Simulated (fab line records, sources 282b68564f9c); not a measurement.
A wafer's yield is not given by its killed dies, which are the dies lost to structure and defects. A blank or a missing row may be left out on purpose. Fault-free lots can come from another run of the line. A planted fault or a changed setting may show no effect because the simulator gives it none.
Code-filled problem report in 8D (eight disciplines) form + flow rit cmos + the parts of the form that need people (team, actions taken, sign-off) are left out

## 1. THE PROBLEM
tube center temp C at RIT_GATE_OXIDATION_05 reads a mean of 895.00 C on 6 wafers of 2 lots; wafers without a fault read 900.01 C with a standard deviation of 0.087. Measured from the usual mean, that is -58 standard deviations.
The step: target thk 3 nm, ox time 270 s.
First seen on wafer L434.1, day 5 06:17, on furnace-03. At this step, 42 wafers from 14 lots have a number in the record. The rule behind "out" and "out of limits": a value lying over 4 standard deviations away from the usual mean. Any other wafer with a number is counted as sound.

## 2. WHAT IT IS, AND WHAT IT ISN'T
| question                    | is                                         | is not                                                                                       |
|-----------------------------|--------------------------------------------|----------------------------------------------------------------------------------------------|
| which readings at this step | tube center temp C, tube_center_temp_C_max | -                                                                                            |
| which lots                  | L434, L435                                 | L421, L422, L423, L424, L425, L426, L427, L437, L438, L440, L442, L443                       |
| which wafers of those lots  | all that have a number                     | -                                                                                            |
| read on which tools         | furnace-03                                 | furnace-01, furnace-04                                                                       |
| when                        | from day 5 06:17                           | up to then (21 sound wafers); but 15 sound wafers of L437, L438, L440, L442, L443 came after |

## 3. SUSPECTS, AND WHAT RULES EACH OUT
Counting: any tool at a process step up to the reading is kept as a suspect provided that every lot that is out went through it and no sound lot did after the first of them.
- furnace-03 at RIT_GATE_OXIDATION_05 (target thk 3 nm, ox time 270 s): kept. Every lot that is out went through it, starting with L434 (day 5 06:17), and after that it ran no sound lot; the last sound lot it ran before then is L426 (day 3 14:18). On those wafers its own readings are out: tube center temp C, tube_center_temp_C_max.
Remaining after the count: furnace-03 at RIT_GATE_OXIDATION_05.

## 4. THE CAUSE (what the simulator had put in)
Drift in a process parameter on furnace-03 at RIT_GATE_OXIDATION_05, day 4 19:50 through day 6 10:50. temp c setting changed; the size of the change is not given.
After counting, this tool was the only one left.

## 5. SEQUENCE OF EFFECTS, ordered by route
Each row: a reading whose mean over the struck wafers that have a number lies more than 3 standard deviations from the usual. Only readings for which the record gives a usual standard deviation are gone through. hours: the time from each lot's start at the first step in this table that gives one to its start at this step, as a median over the lots. sigmas: the change in usual standard deviations.
| hours | step                  | reading                | usual    | on struck wafers | change | sigmas |
|-------|-----------------------|------------------------|----------|------------------|--------|--------|
| 0     | RIT_GATE_OXIDATION_05 | spike tc centre C      | 903.2 C  | 898.5            | -4.7   | -4.3   |
| 0     | RIT_GATE_OXIDATION_05 | tube center temp C     | 900.01 C | 895.00           | -5.00  | -58    |
| 0     | RIT_GATE_OXIDATION_05 | tube_center_temp_C_max | 902.3    | 897.3            | -5.0   | -15    |
| 2     | RIT_GATE_THK_MEAS_07  | GATE_OXIDE_THK         | 3.00 nm  | 2.77             | -0.23  | -3.4   |
It contains these process steps:
- RIT_GATE_OXIDATION_05: target thk 3 nm, ox time 270 s.

## 6. HOW IT WOULD HAVE BEEN CAUGHT EARLIER
In this record the first reading out of limits was taken at day 5 06:17, 10 hours after the fault began at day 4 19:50.
